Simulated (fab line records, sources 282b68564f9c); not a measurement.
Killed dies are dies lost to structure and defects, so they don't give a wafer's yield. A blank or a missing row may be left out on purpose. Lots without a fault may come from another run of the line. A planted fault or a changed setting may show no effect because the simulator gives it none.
A struck lot beside a sound one | flow rit_cmos | 43 steps out of a route of 202
Sound: wafers L349.1, L349.2, L349.3. Struck: wafers L338.1, L338.2, L338.5. The cause comes at the end.
At each step with rows: each side's tool, then ch and its chambers, then its first start. Under that, the readings that differ: sound wafers | struck wafers | difference of the means | sigmas: that difference in standard deviations of wafers without a fault.
alike: readings whose means differ by less than 2 such deviations, and words and numbers that are the same on both sides. not compared: withheld readings, readings that some wafer has no value for, bounds like >300 that may hide the same value, and numbers for which the record gives no deviation and whose values overlap.
The two part at a step that has a row with sigmas, a row that says differs or no value, or rows on one side only. Numbers that don't overlap but have no deviation are shown without sigmas and don't part them. A reading that every wafer of one side lacks parts them only if that side has two wafers or more.

first, 4 steps without rows for these wafers: RIT_SDANNEAL_CLEAN_00 (cleans in SC1, time 600 s); RIT_SDANNEAL_CLEAN_01 (cleans in dHF, time 30 s); RIT_SDANNEAL_CLEAN_02 (cleans in SC2, time 600 s); RIT_SDANNEAL_RTA_03 (time 5 s).
RIT_SDANNEAL_RS_MEAS_04: measures by four-point-probe.
  sound on film_metro-01, day 7 05:32; struck on film_metro-01, day 4 23:59
  alike: PSD_RS
RIT_SDANNEAL_RS_MEAS_05: measures by four-point-probe.
  sound on film_metro-01, day 7 05:40; struck on film_metro-01, day 5 00:06
  alike: NSD_RS
RIT_SDANNEAL_RS_MEAS_06: measures by four-point-probe.
  sound on film_metro-01, day 7 05:47; struck on film_metro-01, day 5 00:13
  reading          | sound             | struck            | difference | sigmas
  PLDD_RS (ohm/sq) | 177.9 178.2 178.0 | 179.2 179.3 178.5 | +1.0       | +2
RIT_SDANNEAL_RS_MEAS_07: measures by four-point-probe.
  sound on film_metro-01, day 7 05:54; struck on film_metro-01, day 5 00:20
  alike: NLDD_RS
then, 2 steps without rows for these wafers: RIT_SILICIDE_WET_ETCH_00 (etches SiO2 in BOE, target depth 14 nm, time 15 s); RIT_SILICIDE_SPUTTER_01 (material Ti, target thk 30 nm, time 240 s).
RIT_SILICIDE_RS_MEAS_02: measures by four-point-probe.
  sound on film_metro-02, day 7 06:11; struck on film_metro-04, day 5 00:37
  alike: SILICIDE_TI_RS
RIT_SILICIDE_THK_MEAS_03: measures by xrf.
  sound on film_metro-02, day 7 06:18; struck on film_metro-04, day 5 00:44
  alike: SILICIDE_TI_THK
RIT_SILICIDE_RTA_04: time 10 s, ramp up 5 s, ramp down 5 s.
  sound on rtp_anneal-02 ch 0, day 7 06:22; struck on rtp_anneal-01 ch 0, day 5 00:48
  alike: wafer_temp_C_max
then, 1 step without rows for these wafers: RIT_SILICIDE_WET_ETCH_05 (etches Ti in SPM, time 120 s).
RIT_SILICIDE_RTA_06: time 10 s, ramp up 5 s, ramp down 10 s.
  sound on rtp_anneal-01 ch 0, day 7 06:28; struck on rtp_anneal-02 ch 0, day 5 00:55
  alike: wafer_temp_C_max
RIT_CONTACT_CVD_00: deposits SiO2 from TEOS, target thk 400 nm, time 61 s.
  sound on pecvd-02 ch 0,1,2, day 7 06:32; struck on pecvd-03 ch 1,2, day 5 00:58
  alike: heater_power_w
RIT_CONTACT_THK_MEAS_01:
  sound on film_metro-01, day 7 06:35; struck on film_metro-03, day 5 01:02
  alike: CONTACT_TEOS_THK
then, 6 steps without rows for these wafers: RIT_CONTACT_HMDS_02 (prime time 60 s); RIT_CONTACT_COAT_03 (resist thk 1000 nm); RIT_CONTACT_SOFTBAKE_04 (time 60 s); RIT_CONTACT_EXPOSE_05 (exposes mask M11, target cd 1000 nm); RIT_CONTACT_PEB_06; RIT_CONTACT_DEVELOP_07 (develop time 120 s).
RIT_CONTACT_CD_MEAS_08: target cd 1000 nm.
  sound on cd_sem-01, day 7 07:44; struck on cd_sem-01, day 5 02:03
  alike: cd_nm
RIT_CONTACT_OVL_MEAS_09:
  sound on overlay-02, day 7 07:52; struck on overlay-02, day 5 02:10
  alike: CONTACT_OVL
then, 1 step without rows for these wafers: RIT_CONTACT_HARDBAKE_10 (time 60 s).
RIT_CONTACT_ETCH_11: etches SiO2 in CHF3/CF4/Ar, stops on TiSi2, target depth 480 nm, time 320 s.
  sound on rie_diel-01 ch 0,1,3, day 7 08:03; struck on rie_diel-02 ch 2,3, day 5 02:22
  alike: CHF3_flow_sccm, O2_flow_sccm, chamber_pressure_mTorr, drypump_motor_current_A, oes_product_au, throttle_valve_pct
  not compared: rf_hours_counter_h
RIT_CONTACT_STRIP_12: strips in O2, time 180 s.
  sound on plasma_asher-04 ch 0,1, day 7 08:14; struck on plasma_asher-04 ch 0,1, day 5 02:33
  alike: chamber_pressure_mTorr, drypump_motor_current_A
  not compared: rf_hours_counter_h
RIT_CONTACT_CD_MEAS_90: target cd 1000 nm.
  sound on cd_sem-01, day 7 08:25; struck on cd_sem-01, day 5 02:44
  alike: cd_nm
then, 2 steps without rows for these wafers: RIT_CONTACT_CLEAN_13 (cleans in SC1, time 600 s); RIT_CONTACT_CLEAN_14 (cleans in SC2, time 600 s).
RIT_M1_SPUTTER_00: material Al, target thk 400 nm, time 500 s.
  sound on pvd_sputter-04, day 7 08:53; struck on pvd_sputter-03, day 5 03:12
  alike: throttle_valve_pct
RIT_M1_RS_MEAS_01: measures by four-point-probe.
  sound on film_metro-04, day 7 09:13; struck on film_metro-01, day 5 03:29
  alike: M1_AL_RS
RIT_M1_THK_MEAS_02: measures by xrf.
  sound on film_metro-04, day 7 09:20; struck on film_metro-01, day 5 03:37
  alike: M1_AL_THK
then, 6 steps without rows for these wafers: RIT_M1_HMDS_03 (prime time 60 s); RIT_M1_COAT_04 (resist thk 1300 nm); RIT_M1_SOFTBAKE_05 (time 60 s); RIT_M1_EXPOSE_06 (exposes mask M12, target cd 2600 nm); RIT_M1_PEB_07; RIT_M1_DEVELOP_08 (develop time 68 s).
RIT_M1_CD_MEAS_09: target cd 2600 nm.
  sound on cd_sem-02, day 7 10:25; struck on cd_sem-02, day 5 04:41
  alike: cd_nm
RIT_M1_OVL_MEAS_10:
  sound on overlay-02, day 7 10:32; struck on overlay-02, day 5 04:48
  alike: M1_OVL
RIT_M1_PROBE_99:
  sound on prober-01, day 7 13:11; struck on prober-02, day 5 10:23
  reading                              | sound             | struck            | difference | sigmas
  model.etest.ppoly_line.line_ohm_um   | 163.8 159.7 159.8 | 152.2 158.3 151.9 | -7.0       |
  model.etest.contact_pplus.end_ohm_um | 45.11 44.09 44.3  | 47.23 47.73 48.76 | +3.41      |
  model.etest.contact_nplus.end_ohm_um | 41.94 41.95 39.6  | 42.51 45.29 45.51 | +3.27      |
  model.etest.npoly_line.rs_ohm_sq     | 17.04 16.89 17.1  | 16.11 16.12 15.85 | -0.98      |
  model.etest.ppoly_line.rs_ohm_sq     | 16.51 16.54 16.47 | 15.73 15.62 15.5  | -0.89      |
  model.etest.npoly_sal.rs_ohm_sq      | 4.322 4.344 4.351 | 4.1 4.054 3.972   | -0.3       |
  model.etest.ppoly_sal.rs_ohm_sq      | 4.271 4.324 4.337 | 4.047 4.026 4.008 | -0.284     |
  alike: killed_at_contacts, killed_at_front_end, killed_dies, killed_open, killed_short
  not compared: model.etest.npoly_line.line_ohm_um

WHERE THEY PART
Only at RIT_SDANNEAL_RS_MEAS_06, within this record. Later steps at which nothing parts them and some readings are alike: RIT_SDANNEAL_RS_MEAS_07, RIT_SILICIDE_RS_MEAS_02, RIT_SILICIDE_THK_MEAS_03, RIT_SILICIDE_RTA_04, RIT_SILICIDE_RTA_06, RIT_CONTACT_CVD_00, RIT_CONTACT_THK_MEAS_01, RIT_CONTACT_CD_MEAS_08, RIT_CONTACT_OVL_MEAS_09, RIT_CONTACT_ETCH_11, RIT_CONTACT_STRIP_12, RIT_CONTACT_CD_MEAS_90, RIT_M1_SPUTTER_00, RIT_M1_RS_MEAS_01, RIT_M1_THK_MEAS_02, RIT_M1_CD_MEAS_09, RIT_M1_OVL_MEAS_10, RIT_M1_PROBE_99.

WHY: what the simulator had put in
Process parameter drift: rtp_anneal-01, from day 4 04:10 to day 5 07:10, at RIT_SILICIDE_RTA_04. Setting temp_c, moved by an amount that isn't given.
